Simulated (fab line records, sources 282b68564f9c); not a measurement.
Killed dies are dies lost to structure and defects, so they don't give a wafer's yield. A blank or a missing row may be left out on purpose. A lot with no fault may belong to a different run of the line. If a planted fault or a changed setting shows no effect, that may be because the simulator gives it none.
fab line records    flow rit-cmos    part 1 of 2: steps 1 to 33 of 45
record: lots: 5  wafers: 15  last-day: 6
route steps=202 shown NWELL@38 PWELL@39 WELLDRIVE@50 NRETRO@53 PRETRO@64 GATE@75 FOX2@80
lots that met no fault: taken from a fault-free run of the same line
start-h: start of the lot's first displayed wafer, in hours after the record's first day    wait-h: hours elapsed since this lot's preceding step    " unchanged from the row above    L1.1+2: a row that stands for several wafers    - no value, or no start was given    * or withheld: withheld    < > ~ a bound
route shown NAME@n: NAME is a module with steps in the file, n the number in the route of the first one    usual: mean/standard deviation taken from wafers without a fault    same: alike in all rows    chamber/n: place in a boat    sites: each site's reading    _std_site: the standard deviation of these    _edge_site: the outer-site mean with the inner-site mean subtracted    radius-mm: for every site, how far away it sits from the centre of the wafer    mask NAME#n: copy n    behind: tool/chamber where the wafer was last shaped    hold: reason for holding the lot/hours on hold/outcome of the hold    device: the transistor (n, p or np) that didn't switch    end of line: tests of these same wafers at the route's end    for a step that has no rows: nothing shown but its recipe    killed: dies lost to structure and defects at the first sort, not the wafer's yield    map: shows each die of a wafer: x if killed, . if not, _ if none is there
set.NAME: the setting the step ran with; set.NAME@STEP: the setting that earlier step ran with    model.NAME: the simulator's own value behind a step, which no gauge read
lots seen at some steps along the route; tables by step, rows by wafer
services: when a tool's chamber went out of use (start-h, in hours from the record's first day, below 0 if earlier), for how many hours, and the reason
== steps ==
step: RIT_NWELL_TW_MEAS_10
usual: NWELL_TW: 2150/9.1
lot.wafer  tool           chamber  start-h  wait-h  NWELL_TW
L074.2     film-metro-01  -        21.57    0.1     2151
L074.3     "              -        "        "       2145
L074.6     "              -        "        "       2143
L080.1     film-metro-01  -        50.79    0.1     2148
L080.2     "              -        "        "       2152
L080.3     "              -        "        "       2142
L086.1     film-metro-02  -        81.03    0.1     2161
L086.3     "              -        "        "       2144
L086.6     "              -        "        "       2154
L089.1     film-metro-03  -        100.79   0.1     2138
L089.2     "              -        "        "       2140
L089.6     "              -        "        "       2148
L090.2     film-metro-01  -        102.24   0.1     2154
L090.4     "              -        "        "       2157
L090.6     "              -        "        "       2151
step: RIT_PWELL_HMDS_00
recipe: prime-time-s: 60  prime-temp-c: 140
lot.wafer   tool            chamber  start-h  wait-h
L074.2+3+6  litho-track-04  0        21.64    0.1
L080.1+2+3  litho-track-01  0        50.85    0.1
L086.1+3+6  litho-track-03  0        81.09    0.1
L089.1+2+6  litho-track-03  0        100.85   0.1
L090.2+4+6  litho-track-04  0        102.31   0.1
step: RIT_PWELL_COAT_01
recipe: resist: NOVOLAK  spin-rpm: 2000  resist-thk-nm: 1300
lot.wafer   tool            chamber  start-h  wait-h
L074.2+3+6  litho-track-04  0        21.79    0.1
L080.1+2+3  litho-track-01  0        51.00    0.1
L086.1+3+6  litho-track-03  0        81.24    0.1
L089.1+2+6  litho-track-03  0        101.00   0.1
L090.2+4+6  litho-track-04  0        102.46   0.1
step: RIT_PWELL_SOFTBAKE_02
recipe: resist: NOVOLAK  temp-c: 90  time-s: 60
usual: plate-temp-C: 89.99/0.13
lot.wafer  tool            chamber  start-h  wait-h  plate-temp-C
L074.2     litho-track-04  0        21.94    0.1     90.01
L074.3     "               0        "        "       89.89
L074.6     "               0        "        "       89.99
L080.1     litho-track-01  0        51.15    0.1     90.28
L080.2     "               0        "        "       89.97
L080.3     "               0        "        "       90.09
L086.1     litho-track-03  0        81.39    0.1     90.05
L086.3     "               0        "        "       90.13
L086.6     "               0        "        "       89.84
L089.1     litho-track-03  0        101.15   0.1     89.93
L089.2     "               0        "        "       89.79
L089.6     "               0        "        "       89.78
L090.2     litho-track-04  0        102.61   0.1     89.74
L090.4     "               0        "        "       89.73
L090.6     "               0        "        "       89.83
step: RIT_PWELL_EXPOSE_03
recipe: mask-id: M3  na: 0.57  target-cd-nm: 43700  dose-mj: 250
lot.wafer   tool              chamber  start-h  wait-h  mask
L074.2+3+6  iline-stepper-01  0        22.09    0.1     M3#0
L080.1+2+3  iline-stepper-01  0        51.43    0.2     M3#0
L086.1+3+6  iline-stepper-02  0        81.54    0.1     M3#0
L089.1+2+6  iline-stepper-01  0        101.48   0.3     M3#0
L090.2+4+6  iline-stepper-01  0        102.76   0.1     M3#0
step: RIT_PWELL_PEB_04
recipe: resist: NOVOLAK  temp-c: withheld  time-s: withheld
lot.wafer   tool            chamber  start-h  wait-h
L074.2+3+6  litho-track-03  0        22.23    0.1
L080.1+2+3  litho-track-03  0        51.58    0.1
L086.1+3+6  litho-track-01  0        81.65    0.1
L089.1+2+6  litho-track-03  0        101.60   0.1
L090.2+4+6  litho-track-03  0        102.88   0.1
step: RIT_PWELL_DEVELOP_05
recipe: resist: NOVOLAK  develop-time-s: 68  dev-temp-c: 23
lot.wafer   tool            chamber  start-h  wait-h
L074.2+3+6  litho-track-03  0        -        -
L080.1+2+3  litho-track-03  0        -        -
L086.1+3+6  litho-track-01  0        -        -
L089.1+2+6  litho-track-03  0        -        -
L090.2+4+6  litho-track-03  0        -        -
step: RIT_PWELL_OVL_MEAS_06
usual: PWELL_OVL: 0.0/1.2
lot.wafer  tool        chamber  start-h  wait-h  PWELL_OVL[nm]
L074.2     overlay-02  -        22.53    -       0.9
L074.3     "           -        "        "       1.9
L074.6     "           -        "        "       1.7
L080.1     overlay-02  -        51.89    -       1.0
L080.2     "           -        "        "       0.2
L080.3     "           -        "        "       -1.5
L086.1     overlay-01  -        81.97    -       -0.8
L086.3     "           -        "        "       -0.4
L086.6     "           -        "        "       0.1
L089.1     overlay-01  -        101.91   -       -1.3
L089.2     "           -        "        "       -0.1
L089.6     "           -        "        "       -0.2
L090.2     overlay-01  -        103.17   -       0.5
L090.4     "           -        "        "       0.6
L090.6     "           -        "        "       1.6
step: RIT_PWELL_HARDBAKE_07
recipe: resist: NOVOLAK  temp-c: 140  time-s: 120
usual: plate-temp-C: 140.01/0.14
lot.wafer  tool            chamber  start-h  wait-h  plate-temp-C
L074.2     litho-track-03  0        22.81    0.3     140.07
L074.3     "               0        "        "       139.99
L074.6     "               0        "        "       139.88
L080.1     litho-track-01  0        52.02    0.1     139.86
L080.2     "               0        "        "       140.10
L080.3     "               0        "        "       139.88
L086.1     litho-track-04  0        82.00    0.0     139.94
L086.3     "               0        "        "       140.04
L086.6     "               0        "        "       140.07
L089.1     litho-track-03  0        101.95   0.0     140.14
L089.2     "               0        "        "       140.17
L089.6     "               0        "        "       139.98
L090.2     litho-track-03  0        103.24   0.1     140.14
L090.4     "               0        "        "       140.09
L090.6     "               0        "        "       140.23
step: RIT_PWELL_IMPLANT_08
recipe: species: B  energy-kev: 170  dose-cm2: 7e+13  tilt-deg: 7
usual: beam-energy-keV: 170.00/0.055  dose-ions-cm2: 7e+13/7e+10  tilt-deg: 6.998/0.019
lot.wafer  tool          chamber  start-h  wait-h  beam-energy-keV  dose-ions-cm2  tilt-deg
L074.2     implanter-04  0        23.05    0.2     170.09           7.002e+13      7.006
L074.3     "             0        "        "       170.05           7.001e+13      6.974
L074.6     "             0        "        "       170.02           7.002e+13      6.972
L080.1     implanter-04  0        52.27    0.2     170.02           6.99e+13       6.982
L080.2     "             0        "        "       170.00           7.001e+13      7.009
L080.3     "             0        "        "       169.92           6.986e+13      7.014
L086.1     implanter-02  0        82.25    0.2     170.06           7.009e+13      7.022
L086.3     "             0        "        "       170.05           7.002e+13      7.034
L086.6     "             0        "        "       170.01           6.996e+13      7.023
L089.1     implanter-03  0        102.20   0.2     170.02           7.004e+13      7.024
L089.2     "             0        "        "       169.97           6.994e+13      7.009
L089.6     "             0        "        "       170.00           7.004e+13      7.018
L090.2     implanter-04  0        103.48   0.2     170.01           7.004e+13      6.976
L090.4     "             0        "        "       170.00           7.005e+13      7.016
L090.6     "             0        "        "       170.00           6.997e+13      7.028
step: RIT_PWELL_STRIP_09
recipe: chemistry: O2  time-s: 180  resist: NOVOLAK  platen-temp-c: withheld  power-w: 500  pressure-mtorr: 4000  o2-flow-sccm: 4000
usual: drypump-motor-current-A: 5.8/0.31
lot.wafer  tool             chamber  start-h  wait-h  drypump-motor-current-A  rf-hours-counter-h
L074.2     plasma-asher-01  1        23.17    0.1     5.8                      37
L074.3     "                0        "        "       5.6                      -
L074.6     "                1        "        "       5.9                      -
L080.1     plasma-asher-03  0        52.42    0.1     5.1                      42
L080.2     "                1        "        "       6.1                      42
L080.3     "                1        "        "       6.1                      -
L086.1     plasma-asher-01  1        82.40    0.1     5.9                      43
L086.3     "                0        "        "       5.6                      -
L086.6     "                1        "        "       5.9                      -
L089.1     plasma-asher-04  1        102.35   0.1     6.3                      46
L089.2     "                0        "        "       5.8                      46
L089.6     "                0        "        "       5.9                      -
L090.2     plasma-asher-01  0        103.60   0.1     5.6                      45
L090.4     "                1        "        "       5.9                      -
L090.6     "                0        "        "       5.6                      -
step: RIT_PWELL_TW_MEAS_10
usual: PWELL_TW: 954/4.5
lot.wafer  tool           chamber  start-h  wait-h  PWELL_TW
L074.2     film-metro-03  -        23.36    0.1     951
L074.3     "              -        "        "       954
L074.6     "              -        "        "       948
L080.1     film-metro-03  -        52.60    0.1     950
L080.2     "              -        "        "       945
L080.3     "              -        "        "       950
L086.1     film-metro-01  -        82.58    0.1     941
L086.3     "              -        "        "       942
L086.6     "              -        "        "       942
L089.1     film-metro-02  -        102.52   0.1     955
L089.2     "              -        "        "       961
L089.6     "              -        "        "       962
L090.2     film-metro-01  -        103.79   0.1     961
L090.4     "              -        "        "       958
L090.6     "              -        "        "       954
step: RIT_WELLDRIVE_ANNEAL_00
recipe: temp-c: 1100  time-s: 14700  ambient: N2
usual: zone-power-centre-pct: 56/4.2
lot.wafer  tool        chamber  start-h  wait-h  zone-power-centre-pct
L074.2     furnace-03  0        23.41    0.0     60
L074.3     "           0        "        "       59
L074.6     "           0        "        "       59
L080.1     furnace-04  0        52.66    0.1     49
L080.2     "           0        "        "       49
L080.3     "           0        "        "       49
L086.1     furnace-03  0        83.67    1.1     60
L086.3     "           0        "        "       60
L086.6     "           0        "        "       61
L089.1     furnace-01  0        104.59   2.1     56
L089.2     "           0        "        "       55
L089.6     "           0        "        "       55
L090.2     furnace-01  0        104.59   0.8     57
L090.4     "           0        "        "       56
L090.6     "           0        "        "       54
step: RIT_WELLDRIVE_RS_MEAS_01
recipe: thk-meas-gauge: four-point-probe
usual: NWELL_RS: 275.6/0.73
lot.wafer  tool           chamber  start-h  wait-h  NWELL_RS[ohm/sq]
L074.2     film-metro-01  -        28.51    0.0     275.4
L074.3     "              -        "        "       274.5
L074.6     "              -        "        "       275.0
L080.1     film-metro-02  -        57.74    0.0     276.3
L080.2     "              -        "        "       275.4
L080.3     "              -        "        "       276.3
L086.1     film-metro-02  -        88.75    0.0     274.9
L086.3     "              -        "        "       274.9
L086.6     "              -        "        "       275.1
L089.1     film-metro-02  -        109.68   0.0     278.0
L089.2     "              -        "        "       276.6
L089.6     "              -        "        "       277.5
L090.2     film-metro-03  -        109.70   0.0     275.5
L090.4     "              -        "        "       274.9
L090.6     "              -        "        "       275.4
step: RIT_WELLDRIVE_RS_MEAS_02
recipe: thk-meas-gauge: four-point-probe
usual: PWELL_RS: 429.7/1
lot.wafer  tool           chamber  start-h  wait-h  PWELL_RS[ohm/sq]
L074.2     film-metro-01  -        28.63    0.1     431.3
L074.3     "              -        "        "       429.7
L074.6     "              -        "        "       431.6
L080.1     film-metro-02  -        57.86    0.1     428.0
L080.2     "              -        "        "       428.3
L080.3     "              -        "        "       428.5
L086.1     film-metro-02  -        88.87    0.1     431.2
L086.3     "              -        "        "       430.2
L086.6     "              -        "        "       431.7
L089.1     film-metro-02  -        109.80   0.1     426.6
L089.2     "              -        "        "       427.8
L089.6     "              -        "        "       428.1
L090.2     film-metro-03  -        109.82   0.1     429.6
L090.4     "              -        "        "       428.6
L090.6     "              -        "        "       429.9
step: RIT_NRETRO_HMDS_00
recipe: prime-time-s: 60  prime-temp-c: 140
lot.wafer   tool            chamber  start-h  wait-h
L074.2+3+6  litho-track-01  0        28.84    0.2
L080.1+2+3  litho-track-04  0        57.98    0.1
L086.1+3+6  litho-track-02  0        88.99    0.1
L089.1+2+6  litho-track-04  0        109.92   0.1
L090.2+4+6  litho-track-01  0        109.94   0.1
step: RIT_NRETRO_COAT_01
recipe: resist: NOVOLAK  spin-rpm: 2000  resist-thk-nm: 1300
lot.wafer   tool            chamber  start-h  wait-h
L074.2+3+6  litho-track-01  0        28.99    0.1
L080.1+2+3  litho-track-04  0        58.13    0.1
L086.1+3+6  litho-track-02  0        89.14    0.1
L089.1+2+6  litho-track-04  0        110.07   0.1
L090.2+4+6  litho-track-01  0        110.09   0.1
step: RIT_NRETRO_SOFTBAKE_02
recipe: resist: NOVOLAK  temp-c: 90  time-s: 60
usual: plate-temp-C: 89.98/0.12
lot.wafer  tool            chamber  start-h  wait-h  plate-temp-C
L074.2     litho-track-01  0        29.14    0.1     89.99
L074.3     "               0        "        "       89.91
L074.6     "               0        "        "       89.93
L080.1     litho-track-04  0        58.28    0.1     90.09
L080.2     "               0        "        "       89.98
L080.3     "               0        "        "       90.05
L086.1     litho-track-02  0        89.29    0.1     89.98
L086.3     "               0        "        "       89.81
L086.6     "               0        "        "       90.00
L089.1     litho-track-04  0        110.22   0.1     89.87
L089.2     "               0        "        "       89.95
L089.6     "               0        "        "       90.10
L090.2     litho-track-01  0        110.24   0.1     90.19
L090.4     "               0        "        "       90.14
L090.6     "               0        "        "       90.13
step: RIT_NRETRO_EXPOSE_03
recipe: mask-id: M4  na: 0.57  target-cd-nm: 43900  dose-mj: 250
lot.wafer   tool              chamber  start-h  wait-h  mask
L074.2+3+6  iline-stepper-01  0        29.41    0.2     M4#0
L080.1+2+3  iline-stepper-02  0        58.43    0.1     M4#0
L086.1+3+6  iline-stepper-01  0        89.57    0.2     M4#0
L089.1+2+6  iline-stepper-01  0        110.37   0.1     M4#0
L090.2+4+6  iline-stepper-02  0        110.73   0.5     M4#0
step: RIT_NRETRO_PEB_04
recipe: resist: NOVOLAK  temp-c: withheld  time-s: withheld
lot.wafer   tool            chamber  start-h  wait-h
L074.2+3+6  litho-track-02  0        29.59    0.2
L080.1+2+3  litho-track-02  0        58.56    0.1
L086.1+3+6  litho-track-04  0        89.69    0.1
L089.1+2+6  litho-track-04  0        110.48   0.1
L090.2+4+6  litho-track-04  0        110.85   0.1
step: RIT_NRETRO_DEVELOP_05
recipe: resist: NOVOLAK  develop-time-s: 68  dev-temp-c: 23
lot.wafer   tool            chamber  start-h  wait-h
L074.2+3+6  litho-track-02  0        -        -
L080.1+2+3  litho-track-02  0        -        -
L086.1+3+6  litho-track-04  0        -        -
L089.1+2+6  litho-track-04  0        -        -
L090.2+4+6  litho-track-04  0        -        -
step: RIT_NRETRO_OVL_MEAS_06
usual: NRETRO_OVL: 0.7/1.2
lot.wafer  tool        chamber  start-h  wait-h  NRETRO_OVL[nm]
L074.2     overlay-01  -        29.88    -       2.0
L074.3     "           -        "        "       2.3
L074.6     "           -        "        "       1.0
L080.1     overlay-01  -        58.87    -       -1.0
L080.2     "           -        "        "       0.2
L080.3     "           -        "        "       -2.3
L086.1     overlay-02  -        90.00    -       2.0
L086.3     "           -        "        "       2.3
L086.6     "           -        "        "       1.7
L089.1     overlay-01  -        110.80   -       2.0
L089.2     "           -        "        "       3.6
L089.6     "           -        "        "       3.4
L090.2     overlay-01  -        111.15   -       -0.5
L090.4     "           -        "        "       -0.5
L090.6     "           -        "        "       0.3
step: RIT_NRETRO_HARDBAKE_07
recipe: resist: NOVOLAK  temp-c: 140  time-s: 120
usual: plate-temp-C: 139.98/0.15
lot.wafer  tool            chamber  start-h  wait-h  plate-temp-C
L074.2     litho-track-01  0        29.96    0.1     140.05
L074.3     "               0        "        "       140.08
L074.6     "               0        "        "       139.92
L080.1     litho-track-04  0        58.94    0.1     140.18
L080.2     "               0        "        "       140.21
L080.3     "               0        "        "       140.11
L086.1     litho-track-02  0        90.03    0.0     140.11
L086.3     "               0        "        "       140.00
L086.6     "               0        "        "       139.71
L089.1     litho-track-01  0        110.83   0.0     139.88
L089.2     "               0        "        "       140.04
L089.6     "               0        "        "       140.06
L090.2     litho-track-02  0        111.22   0.1     140.06
L090.4     "               0        "        "       140.07
L090.6     "               0        "        "       139.87
step: RIT_NRETRO_IMPLANT_08
recipe: species: P  energy-kev: 70  dose-cm2: 1e+13  tilt-deg: 7
usual: beam-energy-keV: 69.995/0.023  dose-ions-cm2: 1e+13/1.1e+10  tilt-deg: 7.001/0.022
lot.wafer  tool          chamber  start-h  wait-h  beam-energy-keV  dose-ions-cm2  tilt-deg
L074.2     implanter-04  0        30.19    0.2     69.984           1.0003e+13     7.046
L074.3     "             0        "        "       69.967           1.0006e+13     7.019
L074.6     "             0        "        "       70.001           9.999e+12      7.007
L080.1     implanter-04  0        59.19    0.2     69.990           9.999e+12      7.005
L080.2     "             0        "        "       69.977           1.0002e+13     7.010
L080.3     "             0        "        "       69.989           9.985e+12      7.022
L086.1     implanter-01  0        90.28    0.2     69.991           9.982e+12      6.985
L086.3     "             0        "        "       69.989           9.976e+12      6.989
L086.6     "             0        "        "       70.024           9.999e+12      7.014
L089.1     implanter-01  0        111.08   0.2     70.001           1.0012e+13     7.021
L089.2     "             0        "        "       69.994           9.998e+12      7.032
L089.6     "             0        "        "       69.997           9.982e+12      6.995
L090.2     implanter-04  0        111.46   0.2     70.001           9.997e+12      7.011
L090.4     "             0        "        "       69.992           9.989e+12      7.028
L090.6     "             0        "        "       69.986           1.0006e+13     6.989
step: RIT_NRETRO_STRIP_09
recipe: chemistry: O2  time-s: 180  resist: NOVOLAK  platen-temp-c: withheld  power-w: 500  pressure-mtorr: 4000  o2-flow-sccm: 4000
usual: drypump-motor-current-A: 5.8/0.35
lot.wafer  tool             chamber  start-h  wait-h  drypump-motor-current-A  rf-hours-counter-h
L074.2     plasma-asher-01  0        30.31    0.1     5.5                      38
L074.3     "                1        "        "       5.9                      -
L074.6     "                0        "        "       5.6                      -
L080.1     plasma-asher-02  1        59.34    0.1     5.1                      25
L080.2     "                0        "        "       6.1                      25
L080.3     "                1        "        "       5.1                      -
L086.1     plasma-asher-01  0        90.43    0.1     5.5                      44
L086.3     "                1        "        "       5.9                      -
L086.6     "                1        "        "       5.8                      -
L089.1     plasma-asher-01  1        111.23   0.1     5.9                      46
L089.2     "                0        "        "       5.6                      46
L089.6     "                0        "        "       5.6                      -
L090.2     plasma-asher-01  0        111.58   0.1     5.6                      46
L090.4     "                1        "        "       5.9                      -
L090.6     "                0        "        "       5.5                      -
step: RIT_NRETRO_TW_MEAS_10
usual: NRETRO_TW: 1059/7.5
lot.wafer  tool           chamber  start-h  wait-h  NRETRO_TW
L074.2     film-metro-01  -        30.50    0.1     1054
L074.3     "              -        "        "       1048
L074.6     "              -        "        "       1054
L080.1     film-metro-04  -        59.52    0.1     1067
L080.2     "              -        "        "       1063
L080.3     "              -        "        "       1059
L086.1     film-metro-03  -        90.61    0.1     1054
L086.3     "              -        "        "       1052
L086.6     "              -        "        "       1059
L089.1     film-metro-04  -        111.41   0.1     1066
L089.2     "              -        "        "       1062
L089.6     "              -        "        "       1061
L090.2     film-metro-01  -        111.77   0.1     1060
L090.4     "              -        "        "       1055
L090.6     "              -        "        "       1054
step: RIT_PRETRO_HMDS_00
recipe: prime-time-s: 60  prime-temp-c: 140
lot.wafer   tool            chamber  start-h  wait-h
L074.2+3+6  litho-track-03  0        30.57    0.1
L080.1+2+3  litho-track-02  0        59.58    0.1
L086.1+3+6  litho-track-04  0        90.67    0.1
L089.1+2+6  litho-track-04  0        111.47   0.1
L090.2+4+6  litho-track-03  0        111.91   0.1
step: RIT_PRETRO_COAT_01
recipe: resist: NOVOLAK  spin-rpm: 2000  resist-thk-nm: 1300
lot.wafer   tool            chamber  start-h  wait-h
L074.2+3+6  litho-track-03  0        30.72    0.1
L080.1+2+3  litho-track-02  0        59.73    0.1
L086.1+3+6  litho-track-04  0        90.82    0.1
L089.1+2+6  litho-track-04  0        111.62   0.1
L090.2+4+6  litho-track-03  0        112.06   0.1
step: RIT_PRETRO_SOFTBAKE_02
recipe: resist: NOVOLAK  temp-c: 90  time-s: 60
usual: plate-temp-C: 90.01/0.11
lot.wafer  tool            chamber  start-h  wait-h  plate-temp-C
L074.2     litho-track-03  0        30.87    0.1     89.95
L074.3     "               0        "        "       89.95
L074.6     "               0        "        "       89.79
L080.1     litho-track-02  0        59.88    0.1     89.82
L080.2     "               0        "        "       90.10
L080.3     "               0        "        "       89.90
L086.1     litho-track-04  0        90.97    0.1     90.02
L086.3     "               0        "        "       89.90
L086.6     "               0        "        "       89.96
L089.1     litho-track-04  0        111.77   0.1     90.24
L089.2     "               0        "        "       89.96
L089.6     "               0        "        "       90.02
L090.2     litho-track-03  0        112.21   0.1     90.04
L090.4     "               0        "        "       89.99
L090.6     "               0        "        "       90.10
step: RIT_PRETRO_EXPOSE_03
recipe: mask-id: M5  na: 0.57  target-cd-nm: 43700  dose-mj: 250
lot.wafer   tool              chamber  start-h  wait-h  mask
L074.2+3+6  iline-stepper-02  0        31.02    0.1     M5#0
L080.1+2+3  iline-stepper-01  0        60.03    0.1     M5#0
L086.1+3+6  iline-stepper-01  0        91.12    0.1     M5#0
L089.1+2+6  iline-stepper-01  0        112.04   0.2     M5#0
L090.2+4+6  iline-stepper-01  0        112.35   0.1     M5#0
step: RIT_PRETRO_PEB_04
recipe: resist: NOVOLAK  temp-c: withheld  time-s: withheld
lot.wafer   tool            chamber  start-h  wait-h
L074.2+3+6  litho-track-02  0        31.14    0.1
L080.1+2+3  litho-track-04  0        60.14    0.1
L086.1+3+6  litho-track-03  0        91.24    0.1
L089.1+2+6  litho-track-04  0        112.16   0.1
L090.2+4+6  litho-track-03  0        112.48   0.1
step: RIT_PRETRO_DEVELOP_05
recipe: resist: NOVOLAK  develop-time-s: 68  dev-temp-c: 23
lot.wafer   tool            chamber  start-h  wait-h
L074.2+3+6  litho-track-02  0        -        -
L080.1+2+3  litho-track-04  0        -        -
L086.1+3+6  litho-track-03  0        -        -
L089.1+2+6  litho-track-04  0        -        -
L090.2+4+6  litho-track-03  0        -        -
step: RIT_PRETRO_OVL_MEAS_06
usual: PRETRO_OVL: -0.7/1.7
lot.wafer  tool        chamber  start-h  wait-h  PRETRO_OVL[nm]
L074.2     overlay-02  -        31.44    -       -2.4
L074.3     "           -        "        "       -1.5
L074.6     "           -        "        "       -1.9
L080.1     overlay-01  -        60.46    -       -1.6
L080.2     "           -        "        "       -1.8
L080.3     "           -        "        "       -1.3
L086.1     overlay-02  -        91.55    -       0.3
L086.3     "           -        "        "       0.5
L086.6     "           -        "        "       -0.8
L089.1     overlay-02  -        112.47   -       -0.7
L089.2     "           -        "        "       0.0
L089.6     "           -        "        "       -1.0
L090.2     overlay-02  -        112.77   -       1.9
L090.4     "           -        "        "       0.1
L090.6     "           -        "        "       0.8
